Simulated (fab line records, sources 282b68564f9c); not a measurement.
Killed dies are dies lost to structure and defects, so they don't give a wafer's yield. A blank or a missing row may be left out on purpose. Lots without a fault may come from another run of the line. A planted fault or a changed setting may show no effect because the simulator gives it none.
Chamber matching | flow rit_cmos | RIT_GATE_ETCH_19 on rie_si-01: 4 sister chambers
The step etches poly-Si in SF6/CHF3/O2, stops on SiO2, time 165 s, target depth 312.5 nm. 8 wafers are shown with their chamber, then 7 later ones without.

WAFERS WITH THEIR CHAMBER
wafer  | chamber | drypump_motor_current_A (A) | throttle_valve_pct (%)
L451.3 | 1       | 5.59                        | 10.32
L461.1 | 1       | 5.59                        | 10.31
L461.3 | 0       | 5.89                        | 10.24
L467.1 | 3       | 5.30                        | 10.14
L467.4 | 2       | 5.77                        | 10.32
L467.6 | 0       | 5.88                        | 10.25
L469.2 | 2       | 5.76                        | 10.32
L469.3 | 3       | 5.30                        | 10.13

WAFERS WITHOUT THEIR CHAMBER
wafer  | drypump_motor_current_A (A) | throttle_valve_pct (%)
L469.6 | 5.29                        | 10.13
L472.1 | 5.26                        | 10.13
L472.3 | 5.59                        | 10.28
L472.4 | 5.77                        | 10.31
L471.1 | 5.77                        | 10.33
L471.2 | 5.58                        | 10.30
L471.3 | 5.30                        | 10.13

WHICH CHAMBER EACH WENT THROUGH
wafer  | from the rows above | in truth
L469.6 | 3                   | 3
L472.1 | 3                   | 3
L472.3 | 1                   | 1
L472.4 | 2                   | 2
L471.1 | 2                   | 2
L471.2 | 1                   | 1
L471.3 | 3                   | 3
Placed correctly: 7 of 7. Can't be placed from these rows: 0. Placed wrongly: 0.
How it was worked out, from the rows above alone: a wafer's distance from a chamber is the root of the sum, over the readings, of the square of ((its reading less the chamber's mean) divided by the reading's scatter). The wafer belongs to the nearest chamber; if the next one is less than 2 further off, it can't be placed. A chamber's mean is the mean of its shown wafers. The scatter: the root of (the sum of the squares of (reading less its chamber's mean) over the shown wafers, divided by (wafers less chambers)).
